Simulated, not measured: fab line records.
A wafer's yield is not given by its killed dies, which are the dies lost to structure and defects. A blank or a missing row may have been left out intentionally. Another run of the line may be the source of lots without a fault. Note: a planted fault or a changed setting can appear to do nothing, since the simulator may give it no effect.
Split-lot experiment -- flow berkeley-cmos170 -- 5 lots, 27 wafers read, on a route of 331 steps

== THE SPLIT ==
At UCB170_ACTIVE_DEVELOP_12 (develop time 45 s), the setting develop-time-s was moved away from the recipe's 45 s on 12 of the 27 wafers read, by -41.2% to +54.7%. The other wafers ran this setting at the recipe's value.

== FROM THE SPLIT TO THE READING: what the file shows between them, 3 steps ==
- UCB170_ACTIVE_CD_MEAS_13: target cd 1200 nm
- UCB170_ACTIVE_ETCH_15: etches Si3N4 in CH3F/Ar/O2, stops on SiO2, target depth 242 nm, time 151 s
- UCB170_ACTIVE_STRIP_16: strips in O2

== THE READING ==
At UCB170_ACTIVE_CD_MEAS_90: cd-nm in nanometres, against a target cd of 1200 nm. A value of 1199.8 nm with a standard deviation of 1.7 nm is what fault-free wafers of this fab line usually give.

wafer,"tool, chamber at the split","develop-time-s as run, s",against the recipe,"cd-nm, nm",against lot-mates on the recipe
L078.1,"litho-track-03, 0",26.47,-41.2%,1206.8,+5.3
L078.2,"litho-track-03, 0",26.47,-41.2%,1205.4,+3.9
L078.3,"litho-track-03, 0",26.47,-41.2%,1206.3,+4.8
L078.4,"litho-track-03, 0",45,recipe,1201.9,-
L078.5,"litho-track-03, 0",45,recipe,1200.8,-
L078.6,"litho-track-03, 0",45,recipe,1201.8,-
L079.1,"litho-track-02, 0",26.85,-40.3%,1206.6,+4.0
L079.2,"litho-track-02, 0",26.85,-40.3%,1208.1,+5.5
L079.3,"litho-track-02, 0",26.85,-40.3%,1206.1,+3.5
L079.4,"litho-track-02, 0",45,recipe,1203.0,-
L079.5,"litho-track-02, 0",45,recipe,1202.4,-
L079.6,"litho-track-02, 0",45,recipe,1202.3,-
L081.1,"litho-track-03, 0",60.59,+34.6%,1197.9,-2.2
L081.2,"litho-track-03, 0",45,recipe,1199.8,-
L081.3,"litho-track-03, 0",45,recipe,1199.8,-
L081.4,"litho-track-03, 0",60.59,+34.6%,1198.9,-1.2
L081.5,"litho-track-03, 0",60.59,+34.6%,1198.6,-1.5
L081.6,"litho-track-03, 0",45,recipe,1200.6,-
L084.1,"litho-track-01, 0",45,recipe,1200.7,-
L084.2,"litho-track-01, 0",45,recipe,1199.0,-
L084.3,"litho-track-01, 0",69.61,+54.7%,1198.5,-1.3
L084.4,"litho-track-01, 0",69.61,+54.7%,1196.6,-3.2
L084.5,"litho-track-01, 0",45,recipe,1199.7,-
L084.6,"litho-track-01, 0",69.61,+54.7%,1197.5,-2.3
L082.2,"litho-track-01, 0",45,recipe,1200.9,-
L082.3,"litho-track-01, 0",45,recipe,1200.2,-
L082.4,"litho-track-01, 0",45,recipe,1199.8,-

FIT RESULTS
A straight line over all 27 wafers: cd-nm changes by -0.0977 nm for each +1% of develop-time-s; r = -0.91; the points scatter about the line by 1.3 nm.
The same after taking each lot's own level away (the mean of its wafers on the recipe; 27 wafers): -0.0736 nm for each +1%; r = -0.91; scatter 0.98 nm.
According to that fit, moving develop-time-s by its largest amount changes the reading by 4 nm.
The span of the lots' own levels, 1199.80 to 1202.57 nm, comes to 1.6 times the standard deviation stated above.
So the slope is not independent of the lot-to-lot level: the two fits are not the same.
Check: for one of the wafers moved furthest among these (+54.7%), held out of the fit, the line's prediction against its lot-mates is -3.8 nm. It came out at -1.3 nm against them.

== THE WHOLE CHAIN: every reading that the file lists as answering this split, in the file's order ==
step,what it does,reading,change (the file's fit),r (the file's)
UCB170_ACTIVE_CD_MEAS_13,target cd 1200 nm,cd-nm,-0.0684 nm for each +1% of the setting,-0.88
UCB170_ACTIVE_CD_MEAS_90,target cd 1200 nm,cd-nm,-0.0729 nm for each +1% of the setting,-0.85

== THE FILE'S OWN FIT ==
cd-nm changes by -0.0729 nm for each +1% of develop-time-s, r = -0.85.
